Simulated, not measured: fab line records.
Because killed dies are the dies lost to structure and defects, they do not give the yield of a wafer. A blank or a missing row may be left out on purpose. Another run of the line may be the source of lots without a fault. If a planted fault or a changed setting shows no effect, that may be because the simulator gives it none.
Comparing a struck lot with a sound one :: flow ritCmos :: 43 out of 202 route steps
Sound: these wafers, L266.1, L266.4, L266.6. Struck: wafers L273.1, L273.2, L273.4. The cause is given at the end.
At each step with rows: each side's tool, then ch and its chambers, then its first start. Under that, the readings that differ: sound wafers :: struck wafers :: difference of the means :: sigmas: that difference in standard deviations of wafers without a fault.
alike: same words and numbers on both sides, and readings whose means sit less than 2 such deviations apart. not compared: any withheld reading, any reading some wafer has no value for, any bound like >300 that may hide the same value, and any number with overlapping values for which the record gives no deviation.
A row with sigmas, a row that says differs or no value, or rows on one side alone: a step with any of these is where the two part. Numbers that don't overlap but have no deviation are shown without sigmas and don't part them. A reading missing from all wafers of one side parts the sides only when that side holds two or more wafers.

first, 3 steps without rows for these wafers: RIT_PRETRO_EXPOSE_03 (exposes mask M5, target cd 43700 nm); RIT_PRETRO_PEB_04; RIT_PRETRO_DEVELOP_05 (develop time 68 s).
RIT_PRETRO_OVL_MEAS_06:
  sound: overlay-02 at day 3 09:34; struck: overlay-02 at day 4 21:26
  alike: PRETRO_OVL
then, 2 steps without rows for these wafers: RIT_PRETRO_HARDBAKE_07 (time 120 s); RIT_PRETRO_IMPLANT_08.
RIT_PRETRO_STRIP_09: strips in O2, time 180 s.
  sound on plasmaAsher-02 ch 0,1, day 3 09:59; struck on plasmaAsher-01 ch 0,1, day 4 21:53
  alike: chamberPressureMTorr, drypumpMotorCurrentA
  not compared: rfHoursCounterH
RIT_PRETRO_TW_MEAS_10:
  sound: filmMetro-03 at day 3 10:10; struck: filmMetro-02 at day 4 22:03
  alike: PRETRO_TW
then, 4 steps without rows for these wafers: RIT_GATE_WET_ETCH_00 (etches SiO2 in BOE, target depth 56 nm, time 60 s); RIT_GATE_CLEAN_01 (cleans in SC1, time 600 s); RIT_GATE_CLEAN_02 (cleans in dHF, time 30 s); RIT_GATE_CLEAN_03 (cleans in SC2, time 600 s).
RIT_GATE_CLEAN_04: cleans in dHF, time 60 s.
  sound on wetBench-04 ch 0, day 3 10:39; struck on wetBench-02 ch 3, day 4 22:41
RIT_FOX2_THK_MEAS_91:
  sound: filmMetro-03 at day 3 10:41; struck: filmMetro-02 at day 4 22:43
  alike: FIELD_OXIDE_LEFT_2_THK
then, 2 steps without rows for these wafers: RIT_GATE_OXIDATION_05 (target thk 3 nm, ox time 270 s); RIT_GATE_ANNEAL_06 (time 600 s).
RIT_GATE_THK_MEAS_07:
  sound: filmMetro-02 at day 3 12:08; struck: filmMetro-03 at day 5 02:23
  alike: GATE_OXIDE_THK
then, 1 step without rows for these wafers: RIT_GATE_CVD_08 (deposits poly-Si from SiH4, target thk 250 nm, time 2220 s).
RIT_GATE_THK_MEAS_09:
  sound: filmMetro-03 at day 3 13:48; struck: filmMetro-04 at day 5 04:03
  alike: GATE_POLY_THK
then, 6 steps without rows for these wafers: RIT_GATE_HMDS_10 (prime time 60 s); RIT_GATE_COAT_11 (resist thk 841 nm); RIT_GATE_SOFTBAKE_12 (time 60 s); RIT_GATE_EXPOSE_13 (exposes mask M6, target cd 150 nm); RIT_GATE_PEB_14; RIT_GATE_DEVELOP_15 (develop time 50 s).
RIT_GATE_CD_MEAS_16: target cd 150 nm.
  sound: cdSem-01 at day 3 14:50; struck: cdSem-01 at day 5 04:58
  alike: cdNm
RIT_GATE_OVL_MEAS_17:
  sound: overlay-02 at day 3 14:58; struck: overlay-02 at day 5 05:05
  alike: GATE_OVL
then, 1 step without rows for these wafers: RIT_GATE_HARDBAKE_18 (time 60 s).
RIT_GATE_ETCH_19: etches poly-Si in SF6/CHF3/O2, stops on SiO2, time 165 s, target depth 312.5 nm.
  sound on rieSi-01 ch 1,2, day 3 15:08; struck on rieSi-02 ch 0,2,3, day 5 05:19
  alike: chamberPressureMTorr, drypumpMotorCurrentA, oesProductAu, throttleValvePct
  not compared: rfHoursCounterH
RIT_GATE_STRIP_20: strips in O2, time 180 s.
  sound on plasmaAsher-02 ch 1, day 3 15:15; struck on plasmaAsher-02 ch 0,1, day 5 05:26
  alike: chamberPressureMTorr, drypumpMotorCurrentA
  not compared: rfHoursCounterH
RIT_GATE_CD_MEAS_90: target cd 150 nm.
  sound: cdSem-01 at day 3 15:26; struck: cdSem-01 at day 5 05:36
  alike: cdNm
then, 4 steps without rows for these wafers: RIT_REOX_CLEAN_00 (cleans in SC1, time 610 s); RIT_REOX_CLEAN_01 (cleans in dHF, time 30 s); RIT_REOX_CLEAN_02 (cleans in SC2, time 600 s); RIT_REOX_OXIDATION_03 (target thk 25.2 nm, ox time 5580 s).
RIT_REOX_THK_MEAS_04:
  sound: filmMetro-02 at day 3 19:00; struck: filmMetro-01 at day 5 08:49
  alike: REOX_OXIDE_THK
then, 6 steps without rows for these wafers: RIT_NLDD_HMDS_00 (prime time 60 s); RIT_NLDD_COAT_01 (resist thk 1000 nm); RIT_NLDD_SOFTBAKE_02 (time 60 s); RIT_NLDD_EXPOSE_03 (exposes mask M7, target cd 40700 nm); RIT_NLDD_PEB_04; RIT_NLDD_DEVELOP_05 (develop time 50 s).
RIT_M1_PROBE_99:
  sound: prober-02 at day 4 11:34; struck: prober-02 at day 6 02:56
reading: model.etest.diodeNwellSub.leakLog10ACm2
sound: -7.503 -7.382 -7.933
struck: -5.623 -5.545 -5.765
difference: +1.962
sigmas: 

reading: model.etest.nmos_0p3.short
sound: 0 0 0
struck: 1 1 1
difference: +1
sigmas: 

reading: model.etest.ring.overLimit
sound: 0 0 0
struck: 1 1 1
difference: +1
sigmas: 

reading: model.etest.pmos_0p15.overLimit
sound: 0 0 0
struck: 1 1 1
difference: +1
sigmas: 

reading: model.etest.antennaPoly.overLimit
sound: 0 0 0
struck: 1 1 1
difference: +1
sigmas: 

reading: model.etest.ring.noRing
sound: 0 0 0
struck: 1 1 1
difference: +1
sigmas: 

reading: model.etest.antennaContact.overLimit
sound: 0 0 0
struck: 1 1 1
difference: +1
sigmas: 

reading: model.etest.pmosNarrow.short
sound: 0 0 0
struck: 1 1 1
difference: +1
sigmas: 
  alike: killed_at_M0_to_M3, killedAtContacts, killedAtFrontEnd, killedDies, killedOpen, killedShort

== WHERE THEY PART ==
Nowhere in this record.

WHY: the cause the simulator had injected
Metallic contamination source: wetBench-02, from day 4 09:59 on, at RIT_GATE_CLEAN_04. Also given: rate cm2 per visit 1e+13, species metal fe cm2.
